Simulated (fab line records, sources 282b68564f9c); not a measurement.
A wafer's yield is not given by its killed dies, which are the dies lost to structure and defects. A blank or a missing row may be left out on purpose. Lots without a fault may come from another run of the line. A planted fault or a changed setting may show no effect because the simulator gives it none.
What tool caused it? | flow rit-cmos | Sampling: 14 lots, 42 wafers, 2 of 202 route steps

== WHAT THE GAUGES READ, wafer by wafer ==
No reading from a measuring or inspecting step in the record can be judged against a usual standard deviation.

== TOOL THAT RAN EACH LOT (tool first, then ch and the chambers of the sampled wafers, then the start) ==
lot  | RIT_SPACER_CVD_03          | RIT_M1_PROBE_99
L788 | lpcvd-02 ch 1, day 3 06:47 | prober-02, day 3 20:27
L790 | lpcvd-02 ch 1, day 3 16:28 | prober-02, day 4 05:36
L792 | lpcvd-02 ch 0, day 4 01:53 | prober-02, day 4 15:38
L793 | lpcvd-02 ch 1, day 4 12:31 | prober-01, day 5 01:40
L794 | lpcvd-01 ch 0, day 4 20:35 | prober-02, day 5 09:40
L795 | lpcvd-02 ch 1, day 4 20:50 | prober-01, day 5 11:10
L797 | lpcvd-02 ch 1, day 5 08:38 | prober-01, day 5 22:58
L798 | lpcvd-01 ch 1, day 5 20:12 | prober-02, day 6 09:28
L800 | lpcvd-01 ch 0, day 6 08:35 | prober-02, day 6 21:38
L801 | lpcvd-02 ch 1, day 6 17:39 | prober-01, day 7 07:09
L802 | lpcvd-02 ch 0, day 6 19:34 | -
L803 | lpcvd-02 ch 1, day 6 23:23 | -
L805 | lpcvd-01 ch 0, day 7 08:23 | prober-02, day 8 00:09
L811 | lpcvd-01 ch 1, day 8 01:00 | prober-01, day 8 14:37
- RIT_SPACER_CVD_03: deposits Si3N4 from SiH2Cl2/NH3, target thk 250 nm, time 3300 s.
- RIT_M1_PROBE_99

== WHAT THE TOOLS THEMSELVES READ (means of the sampled wafers that have a number; where no wafer has one, the mark that the record gives instead) ==
RIT_SPACER_CVD_03.
lot  | tool     | nh3-flow-sccm (sccm) | pressure-mtorr (mTorr) | zone-power-source-pct (%)
L788 | lpcvd-02 | 150.3                | 299.8                  | 18.7
L790 | lpcvd-02 | 150.1                | 300.0                  | 18.9
L792 | lpcvd-02 | 150.5                | 299.7                  | 20.8
L793 | lpcvd-02 | 149.6                | 300.5                  | 18.7
L794 | lpcvd-01 | 149.9                | 300.7                  | 20.0
L795 | lpcvd-02 | 149.7                | 299.8                  | 18.8
L797 | lpcvd-02 | 150.8                | 299.9                  | 18.8
L798 | lpcvd-01 | 149.9                | 300.5                  | 20.2
L800 | lpcvd-01 | 149.7                | 300.8                  | 19.9
L801 | lpcvd-02 | 149.8                | 300.4                  | 18.8
L802 | lpcvd-02 | -                    | -                      | -
L803 | lpcvd-02 | -                    | -                      | -
L805 | lpcvd-01 | 150.3                | 300.8                  | 20.0
L811 | lpcvd-01 | 150.0                | 299.8                  | 20.2

RIT_M1_PROBE_99.
lot  | tool      | defect-limited-yield (%) | killed-at-contacts | killed-at-front-end | killed-dies | killed-open | killed-short | sort_bin_3_pad_short (%) | sort_bin_5_function (%) | sort_bin_6_memory (%) | sort-n-pass | sort-yield-pct (%)
L788 | prober-02 | 97.2                     | 0.3                | 7.0                 | 7.3         | 6.0         | 1.3          | 0.0                      | 1.6                     | 1.1                   | 256.7       | 97.2
L790 | prober-02 | 95.2                     | 0.0                | 12.7                | 12.7        | 6.0         | 6.7          | 0.1                      | 2.3                     | 2.4                   | 251.3       | 95.2
L792 | prober-02 | 97.3                     | 0.0                | 7.0                 | 7.0         | 4.0         | 3.0          | 0.0                      | 2.0                     | 0.6                   | 257.0       | 97.3
L793 | prober-01 | 97.6                     | 0.0                | 6.3                 | 6.3         | 3.3         | 3.0          | 0.3                      | 1.5                     | 0.7                   | 257.7       | 97.6
L794 | prober-02 | 96.9                     | 0.0                | 8.0                 | 8.0         | 3.3         | 4.7          | 0.1                      | 1.8                     | 1.1                   | 256.0       | 96.9
L795 | prober-01 | 97.5                     | 0.0                | 6.7                 | 6.7         | 3.0         | 3.0          | 0.3                      | 1.2                     | 1.2                   | 257.3       | 97.5
L797 | prober-01 | 97.5                     | 0.3                | 6.3                 | 6.7         | 2.3         | 3.0          | 0.0                      | 1.7                     | 0.9                   | 257.3       | 97.5
L798 | prober-02 | 98.4                     | 0.0                | 4.3                 | 4.3         | 2.7         | 1.7          | 0.0                      | 1.0                     | 0.6                   | 259.7       | 98.4
L800 | prober-02 | 96.6                     | 0.0                | 9.0                 | 9.0         | 4.0         | 5.0          | 0.3                      | 2.8                     | 0.4                   | 255.0       | 96.6
L801 | prober-01 | 97.3                     | 0.0                | 7.0                 | 7.0         | 4.7         | 2.3          | 0.0                      | 1.6                     | 1.0                   | 257.0       | 97.3
L805 | prober-02 | 96.3                     | 0.0                | 9.7                 | 9.7         | 2.7         | 7.0          | 0.1                      | 1.9                     | 1.6                   | 254.3       | 96.3
L811 | prober-01 | 97.7                     | 0.0                | 6.0                 | 6.0         | 4.0         | 2.0          | 0.1                      | 1.4                     | 0.8                   | 258.0       | 97.7

== THE ANSWER, worked out from the rows above alone ==
Rule: usual is defined by the lots themselves. Put in order of their means at a reading, lots are off if they are a third of the lots or fewer, leave a main group of 4 or more, and stand apart from it by a gap of 3 or more times the standard deviation of the main group's means; of several such gaps the widest counts. A main group whose means are all the same, to the digits that the tables above print for the reading, isn't used. Also off: a lot with no number at a reading for which 4 or more lots have one. All remaining lots with rows at the step are treated as sound. First the gauges in route order, then the tools' own readings, where a lot's mean is used as printed above. The first step at which some lot is off is used, and at that step the reading that is off furthest; a lot without a number counts as furthest.
Off: L802, L803, at RIT_SPACER_CVD_03 (nh3-flow-sccm). Without a number there: L802, L803. Mean 150.1 sccm and standard deviation 0.35 in the main group.
A tool fits if, at that step or a process step before it, it ran every lot that is off, and no sound lot after the first of them. One fits: lpcvd-02 at RIT_SPACER_CVD_03. A fault onset in the window from L801 (day 6 17:39, its last sound lot) to L802 (day 6 19:34, its first lot off) fits.
Blank at RIT_SPACER_CVD_03 on the lots that are off, where sound lots have numbers: nh3-flow-sccm, pressure-mtorr, zone-power-source-pct.

== WHAT THE SIMULATOR HAD PUT IN ==
Beginning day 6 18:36, the whole step at RIT_SPACER_CVD_03 was skipped on lpcvd-02. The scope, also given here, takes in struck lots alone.
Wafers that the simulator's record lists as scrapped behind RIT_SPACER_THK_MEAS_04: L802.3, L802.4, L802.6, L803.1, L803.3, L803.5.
Struck lots among those shown: L802, L803. The rule above reached the same finding.
